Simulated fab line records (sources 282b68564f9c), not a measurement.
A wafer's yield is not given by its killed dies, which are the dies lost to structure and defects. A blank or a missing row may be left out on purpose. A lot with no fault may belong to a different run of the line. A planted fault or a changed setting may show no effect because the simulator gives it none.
fab line records ; flow rit-cmos
record lots=15; wafers=45; last-day=7
route steps=202 shown SILICIDE@167 CONTACT@174
lots that met no fault: from a run of the same line without faults
start-h: the number of hours between the record's first day and the start of the first shown wafer of the lot ; wait-h: how many hours have passed since the lot's step before this one ; " same as the row above ; L1.1+2: a row that stands for several wafers ; - either no value or no given start ; * or withheld: withheld ; < > ~ a bound
route shown NAME@n: a module of which the file shows steps, and the number in the route of the first ; usual: average and standard deviation across the fault-free wafers ; same: alike in all rows ; chamber/n: place in a boat ; sites: each site's reading ; _std_site: their standard deviation ; _edge_site: outer sites' mean less inner sites' ; radius-mm: for every site, how far away it sits from the centre of the wafer ; mask NAME#n: copy n ; behind: tool/chamber where the wafer was last shaped ; hold: reason for holding the lot/hours on hold/outcome of the hold ; device: transistor that didn't switch, given as n, p or np ; end of line: the route-end tests of the same wafers ; a step with no rows: only its recipe ; killed: dies lost to structure and defects at the first sort, not the wafer's yield ; map: per-die view of a wafer (x killed, . not killed, _ where there is no die)
set.NAME: setting as actually run; set.NAME@STEP: the setting as run at that earlier step ; model.NAME: the simulator's own value behind a step, which no gauge read
the route's steps for a sample of lots (tables are steps, rows are wafers)
## steps
# step RIT_SILICIDE_RTA_06
# recipe temp-c=750; time-s=10; idle-temp-c=25; ramp-up-s=5; ramp-down-s=10; cool-to-c=25; ambient=N2
# usual wafer_temp_C_max=755.0/0.94
# same time-s=10
lot.wafer;tool;chamber;start-h;wait-h;wafer_temp_C_max
L728.2;rtp-anneal-01;0;69.00;0.0;754.8
L728.5;rtp-anneal-01;0;69.00;0.0;755.7
L728.6;rtp-anneal-01;0;69.00;0.0;754.6
L730.4;rtp-anneal-01;0;93.71;0.0;754.4
L730.5;rtp-anneal-01;0;93.71;0.0;754.5
L730.6;rtp-anneal-01;0;93.71;0.0;753.9
L731.3;rtp-anneal-02;0;93.78;0.0;756.2
L731.4;rtp-anneal-02;0;93.78;0.0;755.9
L731.6;rtp-anneal-02;0;93.78;0.0;755.4
L735.2;rtp-anneal-02;0;114.79;0.0;753.9
L735.3;rtp-anneal-02;0;114.79;0.0;754.8
L735.6;rtp-anneal-02;0;114.79;0.0;754.7
L736.1;rtp-anneal-01;0;115.25;0.0;755.0
L736.3;rtp-anneal-01;0;115.25;0.0;755.5
L736.4;rtp-anneal-01;0;115.25;0.0;754.7
L737.1;rtp-anneal-02;0;115.26;0.0;754.8
L737.2;rtp-anneal-02;0;115.26;0.0;754.6
L737.5;rtp-anneal-02;0;115.26;0.0;755.8
L739.1;rtp-anneal-02;0;130.06;0.0;755.2
L739.5;rtp-anneal-02;0;130.06;0.0;756.6
L739.6;rtp-anneal-02;0;130.06;0.0;754.8
L742.3;rtp-anneal-02;0;138.56;0.0;756.3
L742.4;rtp-anneal-02;0;138.56;0.0;754.8
L742.5;rtp-anneal-02;0;138.56;0.0;754.7
L740.1;rtp-anneal-02;0;139.02;0.0;754.9
L740.4;rtp-anneal-02;0;139.02;0.0;755.5
L740.6;rtp-anneal-02;0;139.02;0.0;755.0
L744.2;rtp-anneal-02;0;148.17;0.0;754.4
L744.3;rtp-anneal-02;0;148.17;0.0;754.2
L744.6;rtp-anneal-02;0;148.17;0.0;753.9
L747.3;rtp-anneal-02;0;156.53;0.0;755.7
L747.4;rtp-anneal-02;0;156.53;0.0;756.2
L747.5;rtp-anneal-02;0;156.53;0.0;756.2
L748.4;rtp-anneal-01;0;160.99;0.0;754.2
L748.5;rtp-anneal-01;0;160.99;0.0;753.4
L748.6;rtp-anneal-01;0;160.99;0.0;754.1
L749.1;rtp-anneal-02;0;162.12;0.0;754.7
L749.3;rtp-anneal-02;0;162.12;0.0;754.0
L749.6;rtp-anneal-02;0;162.12;0.0;754.7
L750.3;rtp-anneal-01;0;168.41;0.0;753.5
L750.5;rtp-anneal-01;0;168.41;0.0;755.2
L750.6;rtp-anneal-01;0;168.41;0.0;755.6
L751.1;rtp-anneal-02;0;170.93;0.0;756.1
L751.2;rtp-anneal-02;0;170.93;0.0;755.7
L751.3;rtp-anneal-02;0;170.93;0.0;753.7
# step RIT_CONTACT_PEB_06
# recipe resist=NOVOLAK; temp-c=withheld; time-s=withheld
# usual chill-plate-temp-C=*; exhaust-pa=45.0/0.93
lot.wafer;tool;chamber;start-h;wait-h;chill-plate-temp-C;exhaust-pa
L728.2;litho-track-04;0;69.93;0.2;*;44.9
L728.5;litho-track-04;0;69.93;0.2;*;46.0
L728.6;litho-track-04;0;69.93;0.2;*;44.3
L730.4;litho-track-04;0;94.49;0.1;*;44.1
L730.5;litho-track-04;0;94.49;0.1;*;45.4
L730.6;litho-track-04;0;94.49;0.1;*;45.0
L731.3;litho-track-01;0;94.59;0.1;*;44.5
L731.4;litho-track-01;0;94.59;0.1;*;45.1
L731.6;litho-track-01;0;94.59;0.1;*;44.9
L735.2;litho-track-01;0;120.07;0.1;*;44.0
L735.3;litho-track-01;0;120.07;0.1;*;45.9
L735.6;litho-track-01;0;120.07;0.1;*;45.3
L736.1;litho-track-01;0;120.45;0.1;*;43.8
L736.3;litho-track-01;0;120.45;0.1;*;44.1
L736.4;litho-track-01;0;120.45;0.1;*;46.3
L737.1;litho-track-04;0;120.56;0.1;*;45.1
L737.2;litho-track-04;0;120.56;0.1;*;44.5
L737.5;litho-track-04;0;120.56;0.1;*;45.9
L739.1;litho-track-03;-;130.84;0.1;-;-
L739.5;litho-track-03;-;130.84;0.1;-;-
L739.6;litho-track-03;-;130.84;0.1;-;-
L742.3;litho-track-01;-;139.72;0.2;-;-
L742.4;litho-track-01;-;139.72;0.2;-;-
L742.5;litho-track-01;-;139.72;0.2;-;-
L740.1;litho-track-04;-;140.01;0.3;-;-
L740.4;litho-track-04;-;140.01;0.3;-;-
L740.6;litho-track-04;-;140.01;0.3;-;-
L744.2;litho-track-04;0;149.06;0.1;*;46.6
L744.3;litho-track-04;0;149.06;0.1;*;45.0
L744.6;litho-track-04;0;149.06;0.1;*;46.6
L747.3;litho-track-03;0;157.64;0.1;*;44.1
L747.4;litho-track-03;0;157.64;0.1;*;43.4
L747.5;litho-track-03;0;157.64;0.1;*;44.3
L748.4;litho-track-04;0;161.86;0.1;*;45.3
L748.5;litho-track-04;0;161.86;0.1;*;46.6
L748.6;litho-track-04;0;161.86;0.1;*;45.5
L749.1;litho-track-03;0;162.86;0.1;*;45.4
L749.3;litho-track-03;0;162.86;0.1;*;45.1
L749.6;litho-track-03;0;162.86;0.1;*;43.9
L750.3;litho-track-03;0;169.18;0.1;*;43.4
L750.5;litho-track-03;0;169.18;0.1;*;44.8
L750.6;litho-track-03;0;169.18;0.1;*;45.2
L751.1;litho-track-04;0;171.92;0.2;*;45.1
L751.2;litho-track-04;0;171.92;0.2;*;45.8
L751.3;litho-track-04;0;171.92;0.2;*;44.9
## key
first-sign step=RIT_CONTACT_PEB_06; reading=tool-record; direction=missing
effect none on later readings
met-at RIT_CONTACT_PEB_06
struck-lots L739,L740,L742
sort-left-out L739.1,L739.5,L739.6,L740.1,L740.4,L740.6,L742.3,L742.4,L742.5
tester-left-out L739,L740,L742
not-acting-at RIT_SILICIDE_RTA_06
onset-between 120.56 130.84
fault kind=skipped-step-whole; tool=litho-track-01,litho-track-03,litho-track-04; chamber=-; onset-h=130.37; steps=RIT_CONTACT_PEB_06; scope=struck-lots-only
# tester-left-out: of these lots the tester's yield and bins aren't shown, on N5 and GAA mostly nor the transistor test; their killed dies are dies lost to structure and defects alone, not to doping, threshold or leakage, so they don't give the yield
# sort-left-out: the simulated sort isn't trusted on such a fault, so these wafers' sort isn't shown, and their yield isn't known
